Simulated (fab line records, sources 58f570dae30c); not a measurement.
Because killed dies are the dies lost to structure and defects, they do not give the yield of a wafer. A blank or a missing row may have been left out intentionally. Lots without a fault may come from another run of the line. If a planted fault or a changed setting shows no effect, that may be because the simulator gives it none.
Problem report in the 8D (eight disciplines) form, filled by code || flow berkeley_cmos170 || the parts of the form that need people (team, actions taken, sign-off) are left out

1. THE PROBLEM
Mean M3_AL_RS at UCB170_M3_RS_MEAS_02: 0.0348 ohm/sq over 6 wafers in 2 lots; fault-free wafers: 0.0321 ohm/sq, standard deviation 0.00045. That is +6.0 standard deviations from the usual mean.
The step: measures by four-point-probe.
Earliest sighting: wafer L674.2 on film_metro-03 at day 9 22:56. At this step, 42 wafers from 14 lots have a number in the record. By rule, "out" or "out of limits" means more than 4 standard deviations away from the usual mean. All remaining wafers that have a number are taken as sound.

2. WHAT THIS IS AND IS NOT
{"question": "which readings at this step", "is": "M3_AL_RS", "is not": "-"}
{"question": "which lots", "is": "L674, L676", "is not": "L662, L663, L665, L666, L667, L668, L670, L671, L675, L682, L683, L685"}
{"question": "which wafers of those lots", "is": "all that have a number", "is not": "-"}
{"question": "read on which gauges", "is": "film_metro-01, film_metro-03", "is not": "film_metro-02"}
{"question": "when", "is": "from day 9 22:56", "is not": "up to then (27 sound wafers); but 9 sound wafers of L682, L683, L685 came after"}

3. SUSPECTS, AND WHAT RULES EACH OUT
Counting: a tool stays on the suspect list if, at a process step up to the reading, it processed all lots that are out and no sound lot following the first of them.
- the gauge at UCB170_M3_RS_MEAS_02 has been ruled out. The wafers that are out were read on 2 gauges (film_metro-01, film_metro-03).
- plasma_asher-01 at UCB170_PWELL_STRIP_16 (strips in O2): ruled out as a lasting fault. After its first lot that is out, L674 (day 5 11:16), sound lots L675 ran on it.
- pvd_sputter-01 at UCB170_M3_SPUTTER_01 (material Al, target thk 900 nm, time 120 s): kept. Every lot that is out went through it, starting with L674 (day 9 22:50), and after that it ran no sound lot; the last sound lot it ran before then is L675 (day 9 18:44).
Left after counting: pvd_sputter-01 at UCB170_M3_SPUTTER_01.

4. THE CAUSE (what the simulator had put in)
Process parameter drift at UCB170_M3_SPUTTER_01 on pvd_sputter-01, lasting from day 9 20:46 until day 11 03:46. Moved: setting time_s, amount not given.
Counting left only this tool.

5. SEQUENCE OF EFFECTS, ordered by route
Rows list readings where the struck wafers' mean (over those with a number) sits beyond 3 standard deviations from the usual. Scope: only readings with a usual standard deviation given in the record; hours: median across lots of the time from each lot's start at the first step in this table that gives one to its start at this step; sigmas: change in usual standard deviations.
{"hours": 0, "step": "UCB170_M3_RS_MEAS_02", "reading": "M3_AL_RS", "usual": "0.0321 ohm/sq", "on struck wafers": 0.0348, "change": "+0.0027", "sigmas": "+6.0"}
{"hours": 0, "step": "UCB170_M3_THK_MEAS_03", "reading": "M3_AL_THK", "usual": "896 nm", "on struck wafers": 829, "change": -67, "sigmas": -5.6}
{"hours": 3, "step": "UCB170_M3_METAL_ETCH_18", "reading": "oes_product_au", "usual": "0.856 a.u.", "on struck wafers": 0.822, "change": -0.034, "sigmas": -4.1}
Here are the process steps it includes:
- UCB170_M3_METAL_ETCH_18: etches Al in Cl2/BCl3, stops on SiO2, target depth 1170 nm, time 195 s.

6. WHAT WOULD HAVE CAUGHT IT SOONER
Counted from the fault's start at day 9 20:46, it took 2 hours until the first out-of-limits reading at a measuring or inspecting step in this record, taken at day 9 22:56.
No tool reading at UCB170_M3_SPUTTER_01 that has a usual standard deviation in the record was out on any struck wafer, so an alarm limit of 4 standard deviations on those readings would not have fired.
L676, from the lots that are out (2), started UCB170_M3_SPUTTER_01 on pvd_sputter-01 later than day 9 22:56. It would have been spared by a hold on the tool at that moment.
